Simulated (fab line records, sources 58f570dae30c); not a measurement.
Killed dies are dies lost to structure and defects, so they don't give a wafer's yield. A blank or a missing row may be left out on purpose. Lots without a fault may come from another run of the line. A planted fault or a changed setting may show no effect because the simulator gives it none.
One fault seen from 2 desks | flow berkeley_cmos170 | each desk has only its own numbers; what lay behind them comes last

THE METROLOGY DESK
What the gauges read, lot by lot, whatever tool the lot ran on: means of the sampled wafers that have a number. A lot is out of limits, marked OUT, if its mean lies more than 4 standard deviations from the usual mean; the brackets give that distance.
Columns: A = NWELL_TW at UCB170_NWELL_TW_MEAS_16, usual 1244; B = ACTIVE_NITRIDE_THK at UCB170_ACTIVE_THK_MEAS_06, usual 219.1 nm
lot  | first seen here | A               | B
L828 | day 2 06:44     | 1262            | 218.6
L829 | day 2 14:13     | 1229            | 222.0
L830 | day 2 17:59     | 1260            | 222.8
L831 | day 3 02:29     | 1264            | 217.9
L834 | day 3 17:18     | 1232            | 220.7
L836 | day 4 03:05     | 1231            | 217.6
L837 | day 4 07:32     | 1131 (-6.7) OUT | 217.4
L838 | day 4 12:30     | 1233            | 220.0
L840 | day 4 13:44     | 1230            | 216.8
L841 | day 5 00:02     | 1166 (-4.6) OUT | 223.0
L844 | day 5 20:26     | 1262            | 220.2
L846 | day 5 23:02     | 1235            | 217.4
L845 | day 5 23:17     | 1269            | 220.2
L847 | day 6 07:02     | 1243            | 221.0
This desk's finding: out of limits on L837, L841; first on L837, day 4 07:32 (NWELL_TW at UCB170_NWELL_TW_MEAS_16). In limits: L828, L829, L830, L831, L834, L836, L838, L840, L844, L846, L845, L847.

THE TOOL OWNER'S DESK: implanter-04
The tool's own readings at UCB170_NWELL_IMPLANT_14: means of the sampled wafers that have a number, for each lot that ran on this tool. A lot is out of limits, marked OUT, if its mean lies more than 4 standard deviations from the usual mean; the brackets give that distance.
Columns: A = beam_on_s at UCB170_NWELL_IMPLANT_14, usual 10.01 s; B = end_station_pressure_torr at UCB170_NWELL_IMPLANT_14, usual 5e-06 Torr; C = faraday_current_uA at UCB170_NWELL_IMPLANT_14, usual 31.7
lot  | first seen here | A              | B     | C
L828 | day 2 06:29     | 9.99           | 5e-06 | 31.8
L837 | day 4 07:17     | 7.86 (-10) OUT | 5e-06 | 40.2 (+13) OUT
L841 | day 4 23:49     | 7.68 (-11) OUT | 5e-06 | 41.3 (+15) OUT
This desk's finding: out of limits on L837, L841; first on L837, day 4 07:17 (beam_on_s at UCB170_NWELL_IMPLANT_14). In limits: L828.

PUT TOGETHER
The tool owner's desk could have raised an alarm at day 4 07:17, on L837, L841.
The metrology desk could have raised an alarm at day 4 07:32, on L837, L841.
Of the lots named, all ran UCB170_NWELL_IMPLANT_14 on implanter-04.

WHAT THE SIMULATOR HAD PUT IN
Process parameter drift: implanter-04, from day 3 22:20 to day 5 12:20, at UCB170_NWELL_IMPLANT_14. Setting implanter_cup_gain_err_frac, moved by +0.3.
Lots struck among those shown: L837, L841.
Hours from the fault's start to each desk's first reading out of limits: the tool owner's desk, 9; the metrology desk, 9.
